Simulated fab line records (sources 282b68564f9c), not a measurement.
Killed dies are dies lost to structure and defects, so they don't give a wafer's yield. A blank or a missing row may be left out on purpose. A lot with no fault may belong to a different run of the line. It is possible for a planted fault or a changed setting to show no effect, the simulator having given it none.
A struck lot beside a sound one + flow rit cmos + 15 steps out of a route of 202
Sound: these wafers, L305.1, L305.3, L305.5. Wafers struck: L293.2, L293.5, L293.6. Last of all comes the cause.
Each step with rows lists, per side, the tool, then ch with its chambers, then its first start. Under that, the readings that differ: sound wafers + struck wafers + difference of the means + sigmas: that difference in standard deviations of wafers without a fault.
alike: readings with means less than 2 such deviations apart, plus words and numbers identical on both sides. not compared: withheld readings, readings lacking a value on some wafer, bounds such as >300 that could conceal the same value, and numbers that have no deviation in the record and whose values overlap.
Wherever a step has rows on one side only, a row that says differs or no value, or a row with sigmas, the two part there. Numbers that have no deviation but don't overlap get no sigmas and don't part them. A reading that every wafer of one side lacks parts them only if that side has two wafers or more.

first, 5 steps without rows for these wafers: RIT_M1_COAT_04 (resist thk 1300 nm); RIT_M1_SOFTBAKE_05 (time 60 s); RIT_M1_EXPOSE_06 (exposes mask M12, target cd 2600 nm); RIT_M1_PEB_07; RIT_M1_DEVELOP_08 (develop time 68 s).
RIT_M1_CD_MEAS_09: target cd 2600 nm.
  sound on cd sem-01, day 5 23:56; struck on cd sem-02, day 3 19:22
  alike: cd nm
RIT_M1_OVL_MEAS_10:
  sound on overlay-02, day 6 00:04; struck on overlay-02, day 3 19:29
  alike: M1_OVL
then, 1 step without rows for these wafers: RIT_M1_HARDBAKE_11 (time 120 s).
RIT_M1_METAL_ETCH_12: etches Al in Cl2/BCl3, stops on SiO2, time 165 s, target depth 600 nm.
  sound on rie metal-01 ch 0,1, day 6 00:21; struck on rie metal-01 ch 0, day 3 19:49
  alike: chamber pressure mTorr, drypump motor current A, oes product au, throttle valve pct
  not compared: rf hours counter h
then, 1 step without rows for these wafers: RIT_M1_STRIP_13 (strips in nmp, time 600 s).
RIT_M1_STRIP_14: strips in O2, time 180 s.
  sound on plasma asher-02 ch 1, day 6 00:41; struck on plasma asher-04 ch 0,1, day 3 20:16
  alike: chamber pressure mTorr, drypump motor current A, o2 flow sccm
  not compared: rf hours counter h
RIT_M1_CD_MEAS_90: target cd 2600 nm.
  sound on cd sem-02, day 6 00:52; struck on cd sem-02, day 3 20:27
| reading    | sound                | struck               | difference | sigmas |
|------------|----------------------|----------------------|------------|--------|
| cd nm (nm) | 2604.0 2602.1 2605.0 | 2596.6 2598.9 2599.1 | -5.5       | -2     |
RIT_M1_ANNEAL_15: time 1800 s.
  sound on furnace-02 ch 0, day 6 00:59; struck on furnace-02 ch 0, day 3 22:13
  alike: zone power centre pct
RIT_M1_BOW_MEAS_16:
  sound on film metro-04, day 6 02:29; struck on film metro-03, day 3 23:44
  alike: M1_BOW
RIT_M1_PROBE_99:
  sound on prober-02, day 6 02:36; struck on prober-02, day 3 23:53
  alike: defect limited yield, killed at contacts, killed at front end, killed dies, killed open, killed short, sort_bin_3_pad_short, sort_bin_5_function, sort_bin_6_memory, sort n pass, sort yield pct

## WHERE THEY PART
Only at RIT_M1_CD_MEAS_90, as far as this record shows. Later steps at which nothing parts them and some readings are alike: RIT_M1_ANNEAL_15, RIT_M1_BOW_MEAS_16, RIT_M1_PROBE_99.

WHY: the cause the simulator had injected
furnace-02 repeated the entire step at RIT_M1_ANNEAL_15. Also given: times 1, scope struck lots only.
